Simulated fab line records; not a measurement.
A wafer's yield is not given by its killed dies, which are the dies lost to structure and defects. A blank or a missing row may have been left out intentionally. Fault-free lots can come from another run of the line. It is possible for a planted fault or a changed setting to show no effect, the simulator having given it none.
Comparing a struck lot with a sound one + flow ritCmos + 15 steps out of a route of 202
Sound: the wafers L551.1, L551.4, L551.5. Wafers L560.3, L560.4, L560.6 were the ones struck. The cause is given at the end.
Each step with rows lists, per side, the tool, then ch with its chambers, then its first start. Under that, the readings that differ: sound wafers + struck wafers + difference of the means + sigmas: that difference in standard deviations of wafers without a fault.
alike: readings with means less than 2 such deviations apart, plus words and numbers identical on both sides. not compared: withheld readings, readings lacking a value on some wafer, bounds such as >300 that could conceal the same value, and numbers that have no deviation in the record and whose values overlap.
The two part at a step that has a row with sigmas, a row that says differs or no value, or rows on one side only. Numbers that have no deviation but don't overlap get no sigmas and don't part them. A reading that every wafer of one side lacks parts them only if that side has two wafers or more.

first, 3 steps without rows for these wafers: RIT_SDANNEAL_CLEAN_00 (cleans in SC1, time 600 s); RIT_SDANNEAL_CLEAN_01 (cleans in dHF, time 30 s); RIT_SDANNEAL_CLEAN_02 (cleans in SC2, time 600 s).
RIT_SDANNEAL_RTA_03: time 5 s.
  sound on rtpAnneal-02 ch 0, day 3 14:06; struck on rtpAnneal-01 ch 0, day 5 16:50
  alike: wafer_temp_C_max
RIT_SDANNEAL_RS_MEAS_04: a four-point-probe measurement.
  sound on filmMetro-03, day 3 14:10; struck on filmMetro-02, day 5 16:55
  alike: PSD_RS
RIT_SDANNEAL_RS_MEAS_05: a four-point-probe measurement.
  sound on filmMetro-03, day 3 14:17; struck on filmMetro-02, day 5 17:02
  alike: NSD_RS
RIT_SDANNEAL_RS_MEAS_06: a four-point-probe measurement.
  sound on filmMetro-03, day 3 14:24; struck on filmMetro-02, day 5 17:10
  alike: PLDD_RS
RIT_SDANNEAL_RS_MEAS_07: a four-point-probe measurement.
  sound on filmMetro-03, day 3 14:31; struck on filmMetro-02, day 5 17:17
  alike: NLDD_RS
then, 1 step without rows for these wafers: RIT_SILICIDE_WET_ETCH_00 (etches SiO2 in BOE, target depth 14 nm, time 15 s).
RIT_SILICIDE_SPUTTER_01: material Ti, target thk 30 nm, time 240 s.
  sound on pvdSputter-03, day 3 14:39; struck on pvdSputter-02, day 5 17:22
  alike: chamberPressurePa, throttleValvePct
RIT_SILICIDE_RS_MEAS_02: a four-point-probe measurement.
  sound on filmMetro-01, day 3 14:48; struck on filmMetro-04, day 5 17:34
  alike: SILICIDE_TI_RS
RIT_SILICIDE_THK_MEAS_03: measures by xrf.
  sound on filmMetro-01, day 3 14:55; struck on filmMetro-04, day 5 17:40
  alike: SILICIDE_TI_THK
RIT_SILICIDE_RTA_04: time 10 s, ramp up 5 s, ramp down 5 s.
  sound on rtpAnneal-01 ch 0, day 3 14:59; struck on rtpAnneal-02 ch 0, day 5 17:43
| reading          | sound             | struck            | difference | sigmas |
|------------------|-------------------|-------------------|------------|--------|
| wafer_temp_C_max | 653.1 652.2 652.6 | 645.1 644.9 644.9 | -7.7       | -14    |
then, 1 step without rows for these wafers: RIT_SILICIDE_WET_ETCH_05 (etches Ti in SPM, time 120 s).
RIT_M1_PROBE_99:
  sound on prober-01, day 3 21:35; struck on prober-01, day 6 00:22
| reading                        | sound             | struck            | difference | sigmas |
|--------------------------------|-------------------|-------------------|------------|--------|
| model.etest.pplusSal.lineOhmUm | 1.263 1.263 1.255 | 1.284 1.276 1.284 | +0.021     |        |
| model.etest.nplusSal.lineOhmUm | 1.256 1.263 1.243 | 1.271 1.29 1.282  | +0.027     |        |
  alike: killedAtContacts, killedAtFrontEnd, killedDies, killedOpen, killedShort
  not compared: model.etest.npolyLine.rsOhmSq, model.etest.ppolyLine.rsOhmSq, model.etest.npolySal.rsOhmSq, model.etest.ppolySal.rsOhmSq, model.etest.pplusSal.rsOhmSq, model.etest.nplusSal.rsOhmSq

== WHERE THEY PART ==
Only at RIT_SILICIDE_RTA_04, as far as this record shows. Later steps at which nothing parts them and some readings are alike: RIT_M1_PROBE_99.

WHY: what had been put in by the simulator
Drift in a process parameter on rtpAnneal-02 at RIT_SILICIDE_RTA_04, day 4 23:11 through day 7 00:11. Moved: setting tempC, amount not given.
